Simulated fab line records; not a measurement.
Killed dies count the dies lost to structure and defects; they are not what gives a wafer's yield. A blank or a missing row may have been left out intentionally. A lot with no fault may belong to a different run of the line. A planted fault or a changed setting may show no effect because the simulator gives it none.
Matching of chambers -- flow berkeley-cmos170 -- rie-diel-01 running UCB170_M1_ETCH_11: 4 sister chambers
The step etches BARC in N2/H2. 8 wafers are shown with their chamber, then 6 later ones without.

## WAFERS WITH THEIR CHAMBER
wafer,chamber,throttle-valve-pct (%),drypump-motor-current-A (A)
L820.3,3,13.60,4.9
L820.5,0,13.01,5.7
L821.1,0,13.00,5.7
L831.2,3,13.60,4.9
L826.2,2,13.45,5.2
L826.5,2,13.45,5.2
L833.4,1,13.11,5.5
L833.5,1,13.11,5.6

## WAFERS WHOSE CHAMBER IS MISSING
wafer,throttle-valve-pct (%),drypump-motor-current-A (A)
L836.1,13.00,5.7
L836.2,13.60,4.9
L836.3,13.45,5.2
L837.2,13.60,4.9
L837.3,13.00,5.7
L837.4,13.12,5.5

## CHAMBER TAKEN BY EACH
wafer,from the rows above,in truth
L836.1,0,0
L836.2,3,3
L836.3,2,2
L837.2,3,3
L837.3,0,0
L837.4,1,1
Correctly placed: 6 of 6. From these rows, 0 cannot be placed. Wrongly placed: 0.
How it was worked out, from the rows above alone: a wafer's distance from a chamber is the root of the sum, over the readings, of the square of ((its reading less the chamber's mean) divided by the reading's scatter). If the next closest chamber is less than 2 further off than the closest, the wafer can't be placed; otherwise it belongs to the closest. A chamber's mean is the mean of its shown wafers. The scatter: the root of (the sum of the squares of (reading less its chamber's mean) over the shown wafers, divided by (wafers less chambers)).
